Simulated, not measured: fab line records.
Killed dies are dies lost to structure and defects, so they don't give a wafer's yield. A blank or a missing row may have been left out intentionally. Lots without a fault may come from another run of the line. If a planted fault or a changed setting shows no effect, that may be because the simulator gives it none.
fab line records / flow ritCmos
record lots=14 wafers=42 lastDay=7
route steps=202 shown ACTIVE@7 M1@202
lots that met no fault: from a run of the same line without faults
startH: start of the lot's first displayed wafer, in hours after the record's first day / waitH: hours since the lot's step before / " the same as in the row above / L1.1+2: a row that stands for several wafers / - no value, or no start was given / * or withheld: withheld / < > ~ a bound
route shown NAME@n: a module of which the file shows steps, and the number in the route of the first / usual: mean/standard deviation taken from wafers without a fault / same: alike in all rows / chamber/n: place in a boat / sites: the reading at each site / _std_site: standard deviation across them / _edge_site: inner sites' mean taken away from outer sites' mean / radiusMm: for every site, how far away it sits from the centre of the wafer / mask NAME#n: copy n / behind: the tool/chamber that last shaped the wafer / hold: what put the lot on hold/how long, in hours/how the hold closed / device: which transistor (n, p or np) failed to switch / end of line: tests of these same wafers at the route's end / a step given without rows: its recipe and nothing more / killed: not the wafer's yield, but the dies lost to structure and defects at the first sort / map: per-die view of a wafer (x killed, . not killed, _ where there is no die)
set.NAME: setting as actually run; set.NAME@STEP: the setting as run at that earlier step / model.NAME: the simulator's own value behind a step, which no gauge read
the route's steps for a sample of lots (tables are steps, rows are wafers)
## steps
# step RIT_ACTIVE_COAT_06
# recipe resist=NOVOLAK spinRpm=3250 resistThkNm=1000
# usual dispensePressureKPa=51/4.1 spinSpeedRpm=3250.6/2.4
lot.wafer=L866.2 tool=lithoTrack-02 chamber=0 startH=14.47 waitH=0.1 dispensePressureKPa=49 spinSpeedRpm=3253.1
lot.wafer=L866.3 tool=lithoTrack-02 chamber=0 startH=14.47 waitH=0.1 dispensePressureKPa=49 spinSpeedRpm=3250.4
lot.wafer=L866.4 tool=lithoTrack-02 chamber=0 startH=14.47 waitH=0.1 dispensePressureKPa=49 spinSpeedRpm=3253.0
lot.wafer=L868.3 tool=lithoTrack-01 chamber=0 startH=24.50 waitH=0.1 dispensePressureKPa=47 spinSpeedRpm=3249.1
lot.wafer=L868.4 tool=lithoTrack-01 chamber=0 startH=24.50 waitH=0.1 dispensePressureKPa=47 spinSpeedRpm=3248.6
lot.wafer=L868.6 tool=lithoTrack-01 chamber=0 startH=24.50 waitH=0.1 dispensePressureKPa=47 spinSpeedRpm=3250.0
lot.wafer=L870.1 tool=lithoTrack-01 chamber=0 startH=33.74 waitH=0.1 dispensePressureKPa=47 spinSpeedRpm=3251.8
lot.wafer=L870.3 tool=lithoTrack-01 chamber=0 startH=33.74 waitH=0.1 dispensePressureKPa=47 spinSpeedRpm=3250.3
lot.wafer=L870.4 tool=lithoTrack-01 chamber=0 startH=33.74 waitH=0.1 dispensePressureKPa=47 spinSpeedRpm=3249.9
lot.wafer=L871.1 tool=lithoTrack-02 chamber=0 startH=38.74 waitH=0.1 dispensePressureKPa=49 spinSpeedRpm=3248.9
lot.wafer=L871.2 tool=lithoTrack-02 chamber=0 startH=38.74 waitH=0.1 dispensePressureKPa=49 spinSpeedRpm=3250.8
lot.wafer=L871.3 tool=lithoTrack-02 chamber=0 startH=38.74 waitH=0.1 dispensePressureKPa=49 spinSpeedRpm=3250.7
lot.wafer=L872.2 tool=lithoTrack-03 chamber=0 startH=45.24 waitH=0.1 dispensePressureKPa=58 spinSpeedRpm=3252.3
lot.wafer=L872.3 tool=lithoTrack-03 chamber=0 startH=45.24 waitH=0.1 dispensePressureKPa=58 spinSpeedRpm=3246.9
lot.wafer=L872.6 tool=lithoTrack-03 chamber=0 startH=45.24 waitH=0.1 dispensePressureKPa=58 spinSpeedRpm=3249.3
lot.wafer=L873.1 tool=lithoTrack-03 chamber=0 startH=49.06 waitH=0.1 dispensePressureKPa=58 spinSpeedRpm=3251.0
lot.wafer=L873.2 tool=lithoTrack-03 chamber=0 startH=49.06 waitH=0.1 dispensePressureKPa=58 spinSpeedRpm=3249.6
lot.wafer=L873.3 tool=lithoTrack-03 chamber=0 startH=49.06 waitH=0.1 dispensePressureKPa=58 spinSpeedRpm=3251.1
lot.wafer=L875.2 tool=lithoTrack-02 chamber=0 startH=58.77 waitH=0.1 dispensePressureKPa=49 spinSpeedRpm=3249.6
lot.wafer=L875.4 tool=lithoTrack-02 chamber=0 startH=58.77 waitH=0.1 dispensePressureKPa=49 spinSpeedRpm=3251.2
lot.wafer=L875.6 tool=lithoTrack-02 chamber=0 startH=58.77 waitH=0.1 dispensePressureKPa=49 spinSpeedRpm=3249.7
lot.wafer=L877.2 tool=lithoTrack-02 chamber=0 startH=68.77 waitH=0.1 dispensePressureKPa=49 spinSpeedRpm=3249.6
lot.wafer=L877.3 tool=lithoTrack-02 chamber=0 startH=68.77 waitH=0.1 dispensePressureKPa=49 spinSpeedRpm=3246.3
lot.wafer=L877.4 tool=lithoTrack-02 chamber=0 startH=68.77 waitH=0.1 dispensePressureKPa=49 spinSpeedRpm=3249.3
lot.wafer=L878.1 tool=lithoTrack-02 chamber=0 startH=74.27 waitH=0.1 dispensePressureKPa=49 spinSpeedRpm=3248.5
lot.wafer=L878.4 tool=lithoTrack-02 chamber=0 startH=74.27 waitH=0.1 dispensePressureKPa=49 spinSpeedRpm=3251.9
lot.wafer=L878.6 tool=lithoTrack-02 chamber=0 startH=74.27 waitH=0.1 dispensePressureKPa=49 spinSpeedRpm=3257.9
lot.wafer=L879.1 tool=lithoTrack-01 chamber=0 startH=79.14 waitH=0.1 dispensePressureKPa=47 spinSpeedRpm=3251.7
lot.wafer=L879.4 tool=lithoTrack-01 chamber=0 startH=79.14 waitH=0.1 dispensePressureKPa=47 spinSpeedRpm=3249.7
lot.wafer=L879.6 tool=lithoTrack-01 chamber=0 startH=79.14 waitH=0.1 dispensePressureKPa=47 spinSpeedRpm=3251.5
lot.wafer=L880.1 tool=lithoTrack-01 chamber=0 startH=83.74 waitH=0.1 dispensePressureKPa=47 spinSpeedRpm=3250.4
lot.wafer=L880.4 tool=lithoTrack-01 chamber=0 startH=83.74 waitH=0.1 dispensePressureKPa=47 spinSpeedRpm=3249.8
lot.wafer=L880.5 tool=lithoTrack-01 chamber=0 startH=83.74 waitH=0.1 dispensePressureKPa=47 spinSpeedRpm=3252.1
lot.wafer=L886.3 tool=lithoTrack-02 chamber=0 startH=115.56 waitH=0.1 dispensePressureKPa=49 spinSpeedRpm=2856.5
lot.wafer=L886.4 tool=lithoTrack-02 chamber=0 startH=115.56 waitH=0.1 dispensePressureKPa=49 spinSpeedRpm=2853.6
lot.wafer=L886.6 tool=lithoTrack-02 chamber=0 startH=115.56 waitH=0.1 dispensePressureKPa=49 spinSpeedRpm=2854.2
lot.wafer=L888.1 tool=lithoTrack-01 chamber=0 startH=124.45 waitH=0.1 dispensePressureKPa=47 spinSpeedRpm=3251.5
lot.wafer=L888.2 tool=lithoTrack-01 chamber=0 startH=124.45 waitH=0.1 dispensePressureKPa=47 spinSpeedRpm=3250.1
lot.wafer=L888.6 tool=lithoTrack-01 chamber=0 startH=124.45 waitH=0.1 dispensePressureKPa=47 spinSpeedRpm=3249.9
lot.wafer=L889.1 tool=lithoTrack-02 chamber=0 startH=129.94 waitH=0.1 dispensePressureKPa=49 spinSpeedRpm=2857.9
lot.wafer=L889.3 tool=lithoTrack-02 chamber=0 startH=129.94 waitH=0.1 dispensePressureKPa=49 spinSpeedRpm=2856.0
lot.wafer=L889.4 tool=lithoTrack-02 chamber=0 startH=129.94 waitH=0.1 dispensePressureKPa=49 spinSpeedRpm=2855.5
# step RIT_ACTIVE_CD_MEAS_11
# recipe targetCdNm=1400
# usual cdNm=1400.1/1.7
lot.wafer=L866.2 tool=cdSem-01 chamber=- startH=15.17 waitH=- cdNm=1398.8
lot.wafer=L866.3 tool=cdSem-01 chamber=- startH=15.17 waitH=- cdNm=1397.3
lot.wafer=L866.4 tool=cdSem-01 chamber=- startH=15.17 waitH=- cdNm=1398.7
lot.wafer=L868.3 tool=cdSem-02 chamber=- startH=25.31 waitH=- cdNm=1404.1
lot.wafer=L868.4 tool=cdSem-02 chamber=- startH=25.31 waitH=- cdNm=1400.6
lot.wafer=L868.6 tool=cdSem-02 chamber=- startH=25.31 waitH=- cdNm=1401.1
lot.wafer=L870.1 tool=cdSem-02 chamber=- startH=34.56 waitH=- cdNm=1401.1
lot.wafer=L870.3 tool=cdSem-02 chamber=- startH=34.56 waitH=- cdNm=1400.4
lot.wafer=L870.4 tool=cdSem-02 chamber=- startH=34.56 waitH=- cdNm=1400.7
lot.wafer=L871.1 tool=cdSem-01 chamber=- startH=39.56 waitH=- cdNm=1401.1
lot.wafer=L871.2 tool=cdSem-01 chamber=- startH=39.56 waitH=- cdNm=1398.5
lot.wafer=L871.3 tool=cdSem-01 chamber=- startH=39.56 waitH=- cdNm=1400.3
lot.wafer=L872.2 tool=cdSem-01 chamber=- startH=46.06 waitH=- cdNm=1397.9
lot.wafer=L872.3 tool=cdSem-01 chamber=- startH=46.06 waitH=- cdNm=1399.3
lot.wafer=L872.6 tool=cdSem-01 chamber=- startH=46.06 waitH=- cdNm=1396.7
lot.wafer=L873.1 tool=cdSem-02 chamber=- startH=49.77 waitH=- cdNm=1402.3
lot.wafer=L873.2 tool=cdSem-02 chamber=- startH=49.77 waitH=- cdNm=1403.3
lot.wafer=L873.3 tool=cdSem-02 chamber=- startH=49.77 waitH=- cdNm=1400.5
lot.wafer=L875.2 tool=cdSem-01 chamber=- startH=59.58 waitH=- cdNm=1401.4
lot.wafer=L875.4 tool=cdSem-01 chamber=- startH=59.58 waitH=- cdNm=1400.4
lot.wafer=L875.6 tool=cdSem-01 chamber=- startH=59.58 waitH=- cdNm=1402.7
lot.wafer=L877.2 tool=cdSem-02 chamber=- startH=69.58 waitH=- cdNm=1402.7
lot.wafer=L877.3 tool=cdSem-02 chamber=- startH=69.58 waitH=- cdNm=1401.2
lot.wafer=L877.4 tool=cdSem-02 chamber=- startH=69.58 waitH=- cdNm=1401.2
lot.wafer=L878.1 tool=cdSem-01 chamber=- startH=74.97 waitH=- cdNm=1399.1
lot.wafer=L878.4 tool=cdSem-01 chamber=- startH=74.97 waitH=- cdNm=1400.3
lot.wafer=L878.6 tool=cdSem-01 chamber=- startH=74.97 waitH=- cdNm=1399.1
lot.wafer=L879.1 tool=cdSem-02 chamber=- startH=79.97 waitH=- cdNm=1399.9
lot.wafer=L879.4 tool=cdSem-02 chamber=- startH=79.97 waitH=- cdNm=1399.1
lot.wafer=L879.6 tool=cdSem-02 chamber=- startH=79.97 waitH=- cdNm=1401.0
lot.wafer=L880.1 tool=cdSem-01 chamber=- startH=84.56 waitH=- cdNm=1399.8
lot.wafer=L880.4 tool=cdSem-01 chamber=- startH=84.56 waitH=- cdNm=1400.5
lot.wafer=L880.5 tool=cdSem-01 chamber=- startH=84.56 waitH=- cdNm=1400.7
lot.wafer=L886.3 tool=cdSem-01 chamber=- startH=116.25 waitH=- cdNm=1407.5
lot.wafer=L886.4 tool=cdSem-01 chamber=- startH=116.25 waitH=- cdNm=1407.6
lot.wafer=L886.6 tool=cdSem-01 chamber=- startH=116.25 waitH=- cdNm=1407.7
lot.wafer=L888.1 tool=cdSem-02 chamber=- startH=125.35 waitH=- cdNm=1399.2
lot.wafer=L888.2 tool=cdSem-02 chamber=- startH=125.35 waitH=- cdNm=1398.0
lot.wafer=L888.6 tool=cdSem-02 chamber=- startH=125.35 waitH=- cdNm=1397.9
lot.wafer=L889.1 tool=cdSem-02 chamber=- startH=130.78 waitH=- cdNm=1408.0
lot.wafer=L889.3 tool=cdSem-02 chamber=- startH=130.78 waitH=- cdNm=1403.9
lot.wafer=L889.4 tool=cdSem-02 chamber=- startH=130.78 waitH=- cdNm=1409.0
# step RIT_M1_PROBE_99
# usual killedAtContacts=0.1/0.31 killedAtFrontEnd=7/3.3 killedDies=7/3.3 killedOpen=3.4/2.2 killedShort=3.5/2
# same grossDies=264 killed_at_M0_to_M3=0 killed_at_M4_up=0 killedAtBackSide=0 killedAtOther=0
lot.wafer=L866.2 tool=prober-02 chamber=- startH=57.01 waitH=0.1 killedAtContacts=0 killedAtFrontEnd=7 killedDies=7 killedOpen=5 killedShort=2
lot.wafer=L866.3 tool=prober-02 chamber=- startH=57.06 waitH=0.2 killedAtContacts=0 killedAtFrontEnd=2 killedDies=2 killedOpen=2 killedShort=0
lot.wafer=L866.4 tool=prober-02 chamber=- startH=57.11 waitH=0.2 killedAtContacts=0 killedAtFrontEnd=7 killedDies=7 killedOpen=3 killedShort=4
lot.wafer=L868.3 tool=prober-02 chamber=- startH=73.52 waitH=0.2 killedAtContacts=0 killedAtFrontEnd=7 killedDies=7 killedOpen=2 killedShort=5
lot.wafer=L868.4 tool=prober-02 chamber=- startH=73.57 waitH=0.2 killedAtContacts=0 killedAtFrontEnd=9 killedDies=9 killedOpen=5 killedShort=4
lot.wafer=L868.6 tool=prober-02 chamber=- startH=73.67 waitH=0.2 killedAtContacts=0 killedAtFrontEnd=8 killedDies=8 killedOpen=2 killedShort=6
lot.wafer=L875.2 tool=prober-02 chamber=- startH=106.61 waitH=0.1 killedAtContacts=0 killedAtFrontEnd=16 killedDies=16 killedOpen=11 killedShort=5
lot.wafer=L875.4 tool=prober-02 chamber=- startH=106.71 waitH=0.2 killedAtContacts=1 killedAtFrontEnd=9 killedDies=10 killedOpen=3 killedShort=7
lot.wafer=L875.6 tool=prober-02 chamber=- startH=106.81 waitH=0.2 killedAtContacts=0 killedAtFrontEnd=8 killedDies=8 killedOpen=3 killedShort=5
lot.wafer=L878.1 tool=prober-01 chamber=- startH=118.67 waitH=0.1 killedAtContacts=0 killedAtFrontEnd=5 killedDies=5 killedOpen=2 killedShort=3
lot.wafer=L878.4 tool=prober-01 chamber=- startH=118.82 waitH=0.2 killedAtContacts=0 killedAtFrontEnd=8 killedDies=8 killedOpen=2 killedShort=5
lot.wafer=L878.6 tool=prober-01 chamber=- startH=118.92 waitH=0.2 killedAtContacts=0 killedAtFrontEnd=16 killedDies=16 killedOpen=6 killedShort=7
lot.wafer=L879.1 tool=prober-02 chamber=- startH=126.89 waitH=0.1 killedAtContacts=0 killedAtFrontEnd=9 killedDies=9 killedOpen=2 killedShort=7
lot.wafer=L879.4 tool=prober-02 chamber=- startH=127.04 waitH=0.2 killedAtContacts=0 killedAtFrontEnd=3 killedDies=3 killedOpen=0 killedShort=3
lot.wafer=L879.6 tool=prober-02 chamber=- startH=127.14 waitH=0.2 killedAtContacts=0 killedAtFrontEnd=5 killedDies=5 killedOpen=3 killedShort=2
lot.wafer=L880.1 tool=prober-01 chamber=- startH=132.41 waitH=0.1 killedAtContacts=0 killedAtFrontEnd=4 killedDies=4 killedOpen=2 killedShort=2
lot.wafer=L880.4 tool=prober-01 chamber=- startH=132.56 waitH=0.2 killedAtContacts=0 killedAtFrontEnd=6 killedDies=6 killedOpen=6 killedShort=0
lot.wafer=L880.5 tool=prober-01 chamber=- startH=132.61 waitH=0.2 killedAtContacts=0 killedAtFrontEnd=3 killedDies=3 killedOpen=2 killedShort=1
lot.wafer=L886.3 tool=prober-01 chamber=- startH=160.79 waitH=0.2 killedAtContacts=0 killedAtFrontEnd=5 killedDies=5 killedOpen=2 killedShort=3
lot.wafer=L886.4 tool=prober-01 chamber=- startH=160.84 waitH=0.2 killedAtContacts=0 killedAtFrontEnd=8 killedDies=8 killedOpen=4 killedShort=4
lot.wafer=L886.6 tool=prober-01 chamber=- startH=160.94 waitH=0.2 killedAtContacts=1 killedAtFrontEnd=7 killedDies=8 killedOpen=4 killedShort=4
lot.wafer=L888.1 tool=prober-01 chamber=- startH=167.17 waitH=0.1 killedAtContacts=0 killedAtFrontEnd=7 killedDies=7 killedOpen=2 killedShort=5
lot.wafer=L888.2 tool=prober-01 chamber=- startH=167.22 waitH=0.1 killedAtContacts=1 killedAtFrontEnd=2 killedDies=3 killedOpen=2 killedShort=1
lot.wafer=L888.6 tool=prober-01 chamber=- startH=167.42 waitH=0.2 killedAtContacts=0 killedAtFrontEnd=3 killedDies=3 killedOpen=0 killedShort=3
# killed by level:class
L866.2 SPACER:geometricParticle:open=3 GATE:geometricParticle:short=2 FOX2:geometricParticle:open=1 GATE:geometricParticle:open=1
L866.3 FOX2:geometricParticle:open=1 GATE:geometricParticle:open=1
L866.4 FOX2:geometricParticle:open=1 GATE:geometricParticle:short=1 REOX:geometricParticle:short=1 SPACER:geometricParticle:open=1 SPACER:geometricParticle:short=1 SILICIDE:geometricParticle:short=1 SILICIDE:geometricParticle:open=1
L868.3 FOX1:geometricParticle:short=2 FOX2:geometricParticle:short=2 REOX:geometricParticle:open=1 SPACER:geometricParticle:open=1 SILICIDE:geometricParticle:short=1
L868.4 FOX2:geometricParticle:short=2 GATE:geometricParticle:open=2 SILICIDE:geometricParticle:open=2 FOX1:geometricParticle:short=1 REOX:geometricParticle:open=1 SILICIDE:geometricParticle:short=1
L868.6 GATE:geometricParticle:short=4 ACTIVE:geometricParticle:short=1 REOX:geometricParticle:open=1 SPACER:geometricParticle:short=1 SILICIDE:geometricParticle:open=1
L875.2 REOX:geometricParticle:open=4 FOX1:geometricParticle:open=3 FOX1:geometricParticle:short=2 GATE:geometricParticle:short=2 GATE:geometricParticle:open=2 SPACER:geometricParticle:open=2 FOX2:geometricParticle:short=1
L875.4 GATE:geometricParticle:open=2 SILICIDE:geometricParticle:short=2 FOX1:geometricParticle:open=1 FOX1:geometricParticle:short=1 GATE:geometricParticle:short=1 REOX:geometricParticle:short=1 SPACER:geometricParticle:short=1 CONTACT:geometricParticle:short=1
L875.6 REOX:geometricParticle:short=3 GATE:geometricParticle:open=2 FOX2:geometricParticle:short=1 GATE:geometricParticle:short=1 REOX:geometricParticle:open=1
L878.1 FOX2:geometricParticle:open=1 GATE:geometricParticle:short=1 REOX:geometricParticle:short=1 SILICIDE:geometricParticle:open=1 SILICIDE:geometricParticle:short=1
L878.4 REOX:geometricParticle:short=3 GATE:geometricParticle:open=1 GATE:geometricParticle:short=1 REOX:geometricParticle:open=1 SILICIDE:geometricParticle:short=1 NWELL:coatMicrobubblePrinted=1
L878.6 GATE:geometricParticle:short=5 FOX1:geometricParticle:open=2 NLDD:coatMicrobubblePrinted=2 FOX1:geometricParticle:short=1 GATE:geometricParticle:open=1 REOX:geometricParticle:short=1 REOX:geometricParticle:open=1 SPACER:geometricParticle:open=1
L879.1 GATE:geometricParticle:short=3 GATE:geometricParticle:open=2 FOX1:geometricParticle:short=1 FOX2:geometricParticle:short=1 REOX:geometricParticle:short=1 SILICIDE:geometricParticle:short=1
L879.4 GATE:geometricParticle:short=2 SILICIDE:geometricParticle:short=1
L879.6 FOX1:geometricParticle:open=2 FOX1:geometricParticle:short=1 GATE:geometricParticle:short=1 SPACER:geometricParticle:open=1
L880.1 GATE:geometricParticle:open=2 GATE:geometricParticle:short=1 REOX:geometricParticle:short=1
L880.4 FOX1:geometricParticle:open=3 SPACER:geometricParticle:open=2 GATE:geometricParticle:open=1
L880.5 GATE:geometricParticle:open=1 SPACER:geometricParticle:short=1 SPACER:geometricParticle:open=1
L886.3 REOX:geometricParticle:short=2 FOX1:geometricParticle:open=1 GATE:geometricParticle:open=1 GATE:geometricParticle:short=1
L886.4 GATE:geometricParticle:open=2 FOX1:geometricParticle:short=1 FOX2:geometricParticle:open=1 GATE:geometricParticle:short=1 REOX:geometricParticle:short=1 REOX:geometricParticle:open=1 SPACER:geometricParticle:short=1
L886.6 FOX1:geometricParticle:short=2 GATE:geometricParticle:short=2 FOX1:geometricParticle:open=1 GATE:geometricParticle:open=1 REOX:geometricParticle:open=1 CONTACT:geometricParticle:open=1
L888.1 FOX1:geometricParticle:short=2 GATE:geometricParticle:short=2 FOX2:geometricParticle:open=1 GATE:geometricParticle:open=1 SPACER:geometricParticle:short=1
L888.2 FOX1:geometricParticle:short=1 REOX:geometricParticle:open=1 CONTACT:geometricParticle:open=1
L888.6 SPACER:geometricParticle:short=2 FOX1:geometricParticle:short=1
## key
firstSign step=RIT_ACTIVE_COAT_06 reading=spinSpeedRpm direction=down sigmas=99+ usual=3250.6 struck=2855.6
effect step=RIT_ACTIVE_CD_MEAS_11 reading=cdNm direction=up sigmas=4.2 usual=1400.1 struck=1407.3
metAt RIT_ACTIVE_COAT_06
struckLots L886,L889
testerLeftOut L886,L889
onsetBetween 74.27 115.56
fault kind=processParameterDrift tool=lithoTrack-02 chamber=- onsetH=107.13 steps=RIT_ACTIVE_COAT_06 channel=spinRpm offset=-396.56 shape=step endH=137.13 actsIn=theseRecipesOnly stated=3250
# testerLeftOut: of these lots the tester's yield and bins aren't shown, on N5 and GAA mostly nor the transistor test; their killed dies are dies lost to structure and defects alone, not to doping, threshold or leakage, so they don't give the yield
